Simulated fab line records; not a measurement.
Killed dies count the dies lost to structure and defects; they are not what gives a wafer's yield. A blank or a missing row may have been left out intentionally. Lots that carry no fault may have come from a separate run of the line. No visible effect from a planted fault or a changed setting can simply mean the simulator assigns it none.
Lot-split experiment :: flow rit_cmos :: on a route of 202 steps: 5 lots, 23 wafers read

## THE SPLIT ITSELF
At RIT_CONTACT_CVD_00 (deposits SiO2 from TEOS, target thk 400 nm, time 61 s), the setting rf_w was moved away from the recipe's 400 W on 9 of the 23 wafers read, by -6.8% to +11.5%. For the rest of the wafers, this setting stayed at what the recipe calls for.

There is no step in the file separating the split from the reading.

## THE READING
CONTACT_TEOS_THK in nanometres, read at RIT_CONTACT_THK_MEAS_01. On this fab line, fault-free wafers typically give 404 nm with a standard deviation of 3.9 nm.

wafer: L075.1
tool, chamber at the split: pecvd-03, 2
rf_w as run, W: 400
against the recipe: recipe
CONTACT_TEOS_THK, nm: 398
against lot-mates on the recipe: -

wafer: L075.3
tool, chamber at the split: pecvd-03, 0,2
rf_w as run, W: 400
against the recipe: recipe
CONTACT_TEOS_THK, nm: 405
against lot-mates on the recipe: -

wafer: L075.4
tool, chamber at the split: pecvd-03, 2
rf_w as run, W: 420
against the recipe: +5.0%
CONTACT_TEOS_THK, nm: 413
against lot-mates on the recipe: +10

wafer: L075.5
tool, chamber at the split: pecvd-03, 0,2
rf_w as run, W: 400
against the recipe: recipe
CONTACT_TEOS_THK, nm: 407
against lot-mates on the recipe: -

wafer: L075.6
tool, chamber at the split: pecvd-03, 0
rf_w as run, W: 420
against the recipe: +5.0%
CONTACT_TEOS_THK, nm: 415
against lot-mates on the recipe: +12

wafer: L076.1
tool, chamber at the split: pecvd-02, 1
rf_w as run, W: 446
against the recipe: +11.5%
CONTACT_TEOS_THK, nm: 414
against lot-mates on the recipe: +10

wafer: L076.2
tool, chamber at the split: pecvd-02, 2
rf_w as run, W: 400
against the recipe: recipe
CONTACT_TEOS_THK, nm: 403
against lot-mates on the recipe: -

wafer: L076.3
tool, chamber at the split: pecvd-02, 0,1
rf_w as run, W: 446
against the recipe: +11.5%
CONTACT_TEOS_THK, nm: 412
against lot-mates on the recipe: +8

wafer: L076.4
tool, chamber at the split: pecvd-02, 0,1
rf_w as run, W: 446
against the recipe: +11.5%
CONTACT_TEOS_THK, nm: 419
against lot-mates on the recipe: +14

wafer: L076.5
tool, chamber at the split: pecvd-02, 0
rf_w as run, W: 400
against the recipe: recipe
CONTACT_TEOS_THK, nm: 406
against lot-mates on the recipe: -

wafer: L079.1
tool, chamber at the split: pecvd-02, 2
rf_w as run, W: 400
against the recipe: recipe
CONTACT_TEOS_THK, nm: 402
against lot-mates on the recipe: -

wafer: L079.2
tool, chamber at the split: pecvd-02, 0
rf_w as run, W: 372.7
against the recipe: -6.8%
CONTACT_TEOS_THK, nm: 387
against lot-mates on the recipe: -16

wafer: L079.3
tool, chamber at the split: pecvd-02, 1
rf_w as run, W: 372.7
against the recipe: -6.8%
CONTACT_TEOS_THK, nm: 393
against lot-mates on the recipe: -10

wafer: L079.5
tool, chamber at the split: pecvd-02, 0
rf_w as run, W: 400
against the recipe: recipe
CONTACT_TEOS_THK, nm: 403
against lot-mates on the recipe: -

wafer: L079.6
tool, chamber at the split: pecvd-02, 2
rf_w as run, W: 400
against the recipe: recipe
CONTACT_TEOS_THK, nm: 405
against lot-mates on the recipe: -

wafer: L082.1
tool, chamber at the split: pecvd-02, 2
rf_w as run, W: 400
against the recipe: recipe
CONTACT_TEOS_THK, nm: 396
against lot-mates on the recipe: -

wafer: L082.2
tool, chamber at the split: pecvd-02, 0
rf_w as run, W: 400
against the recipe: recipe
CONTACT_TEOS_THK, nm: 399
against lot-mates on the recipe: -

wafer: L082.3
tool, chamber at the split: pecvd-02, 1
rf_w as run, W: 442.9
against the recipe: +10.7%
CONTACT_TEOS_THK, nm: 414
against lot-mates on the recipe: +15

wafer: L082.4
tool, chamber at the split: pecvd-02, 0
rf_w as run, W: 400
against the recipe: recipe
CONTACT_TEOS_THK, nm: 403
against lot-mates on the recipe: -

wafer: L082.6
tool, chamber at the split: pecvd-02, 2
rf_w as run, W: 442.9
against the recipe: +10.7%
CONTACT_TEOS_THK, nm: 418
against lot-mates on the recipe: +19

wafer: L085.1
tool, chamber at the split: pecvd-02, 2
rf_w as run, W: 400
against the recipe: recipe
CONTACT_TEOS_THK, nm: 397
against lot-mates on the recipe: -

wafer: L085.5
tool, chamber at the split: pecvd-02, 1
rf_w as run, W: 400
against the recipe: recipe
CONTACT_TEOS_THK, nm: 402
against lot-mates on the recipe: -

wafer: L085.6
tool, chamber at the split: pecvd-02, 0
rf_w as run, W: 400
against the recipe: recipe
CONTACT_TEOS_THK, nm: 404
against lot-mates on the recipe: -
If several chambers appear in one row, that row covers several wafers at once and the file leaves open which wafer was in which chamber.

FIT RESULTS
A straight line over all 23 wafers: CONTACT_TEOS_THK changes by +1.35 nm for each +1% of rf_w; r = +0.89; the points scatter about the line by 3.8 nm.
The same after taking each lot's own level away (the mean of its wafers on the recipe; 23 wafers): +1.34 nm for each +1%; r = +0.89; scatter 3.8 nm.
That fit puts the effect of the largest move of rf_w on the reading at 15 nm.
From 399.3 to 404.5 nm: that is the span of the lots' own levels, equal to 1.3 times the standard deviation above.
Hence the lot-to-lot level has little effect on the slope; both slopes agree.
Check: for one of the wafers moved furthest among these (+11.5%), held out of the fit, the line's prediction against its lot-mates is +16.1 nm. Against them it came out at +9.5 nm.

## FURTHER SPLITS ON THESE WAFERS
These wafers also went through other splits before the reading. Each is held against what the fit with the lots' levels taken away leaves over:
other split on the same wafers: RIT_SPACER_CVD_03 pressure_mtorr
wafers away from the commonest value: 18
r with CONTACT_TEOS_THK (lot level and that fit taken away): +0.22

other split on the same wafers: RIT_PSD_COAT_01 resist_thk_nm
wafers away from the commonest value: 5
r with CONTACT_TEOS_THK (lot level and that fit taken away): +0.13

other split on the same wafers: RIT_SDANNEAL_RTA_03 time_s
wafers away from the commonest value: 8
r with CONTACT_TEOS_THK (lot level and that fit taken away): -0.06

other split on the same wafers: RIT_SILICIDE_SPUTTER_01 time_s
wafers away from the commonest value: 5
r with CONTACT_TEOS_THK (lot level and that fit taken away): +0.23

## THE WHOLE CHAIN: every reading that the file lists as answering this split, in the file's order
step: RIT_CONTACT_CVD_00
what it does: deposits SiO2 from TEOS, target thk 400 nm, time 61 s
reading: SiO2_of_CONTACT_CVD_00.thk_nm (the simulator's own value, which no gauge read)
change (the file's fit): +1.59 nm for each +1% of the setting
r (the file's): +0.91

step: RIT_CONTACT_THK_MEAS_01
what it does: 
reading: CONTACT_TEOS_THK
change (the file's fit): +1.4 for each +1% of the setting
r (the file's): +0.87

step: RIT_CONTACT_ETCH_11
what it does: etches SiO2 in CHF3/CF4/Ar, stops on TiSi2, target depth 480 nm, time 320 s
reading: CONTACT.feature_depth_nm (the simulator's own value, which no gauge read)
change (the file's fit): +1.42 nm for each +1% of the setting
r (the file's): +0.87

step: RIT_CONTACT_ETCH_11
what it does: etches SiO2 in CHF3/CF4/Ar, stops on TiSi2, target depth 480 nm, time 320 s
reading: etch.depth_nm (the simulator's own value, which no gauge read)
change (the file's fit): +1.59 nm for each +1% of the setting
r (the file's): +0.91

## THE FILE'S OWN FIT
CONTACT_TEOS_THK changes by +1.4 nm for each +1% of rf_w, r = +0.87.
